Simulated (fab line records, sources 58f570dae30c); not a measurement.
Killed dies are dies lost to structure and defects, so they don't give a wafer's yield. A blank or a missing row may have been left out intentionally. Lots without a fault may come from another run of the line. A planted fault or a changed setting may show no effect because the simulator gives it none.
A struck lot beside a sound one :: flow berkeleyCmos170 :: 14 steps out of a route of 331
Sound: wafers L661.1, L661.3, L661.5. The struck wafers were L675.1, L675.5, L675.6. At the end, the cause is stated.
Order at every step that has rows: each side's tool, ch and its chambers, its first start. Under that, the readings that differ: sound wafers :: struck wafers :: difference of the means :: sigmas: that difference in standard deviations of wafers without a fault.
alike: readings whose means differ by less than 2 such deviations, and words and numbers that are the same on both sides. not compared: withheld readings, readings that some wafer has no value for, bounds like >300 that may hide the same value, and numbers for which the record gives no deviation and whose values overlap.
A row with sigmas, a row that says differs or no value, or rows on one side alone: a step with any of these is where the two part. Numbers that have no deviation but don't overlap get no sigmas and don't part them. A reading that every wafer of one side lacks parts them only if that side has two wafers or more.

first, 4 steps without rows for these wafers: UCB170_WELLDRIVE_WET_ETCH_04 (etches SiO2 in BOE, time 120 s); UCB170_ACTIVE_CLEAN_00 (cleans in SPM, time 600 s); UCB170_ACTIVE_CLEAN_01 (cleans in dHF, time 60 s); UCB170_ACTIVE_OXIDATION_02 (target thk 26.4 nm, ox time 1260 s).
UCB170_ACTIVE_THK_MEAS_03:
  sound on filmMetro-03, day 5 05:29; struck on filmMetro-03, day 8 07:19
  alike: ACTIVE_OXIDE_THK
then, 2 steps without rows for these wafers: UCB170_ACTIVE_ANNEAL_04 (time 900 s); UCB170_ACTIVE_CVD_05 (deposits Si3N4 from SiH2Cl2/NH3, target thk 220 nm, time 3300 s).
UCB170_ACTIVE_THK_MEAS_06:
  sound on filmMetro-02, day 5 14:26; struck on filmMetro-02, day 8 14:43
  alike: ACTIVE_NITRIDE_THK
then, 4 steps without rows for these wafers: UCB170_ACTIVE_HMDS_07 (prime time 60 s); UCB170_ACTIVE_COAT_08 (resist thk 900 nm); UCB170_ACTIVE_SOFTBAKE_09 (time 60 s); UCB170_ACTIVE_EXPOSE_10 (exposes mask ACTIVE, target cd 1200 nm).
UCB170_ACTIVE_PEB_11:
  struck on lithoTrack-03, day 8 16:00; sound on lithoTrack-02 ch 0, day 5 15:52
  no value came back on the struck wafers for chillPlateTempC (C), exhaustPa (Pa); on the sound wafers chillPlateTempC (C) reads 22.99 22.99 22.88
then, 1 step without rows for these wafers: UCB170_ACTIVE_DEVELOP_12 (develop time 45 s).

== WHERE THEY PART ==
Within this record, at UCB170_ACTIVE_PEB_11 only.

WHY: whatever the simulator had introduced
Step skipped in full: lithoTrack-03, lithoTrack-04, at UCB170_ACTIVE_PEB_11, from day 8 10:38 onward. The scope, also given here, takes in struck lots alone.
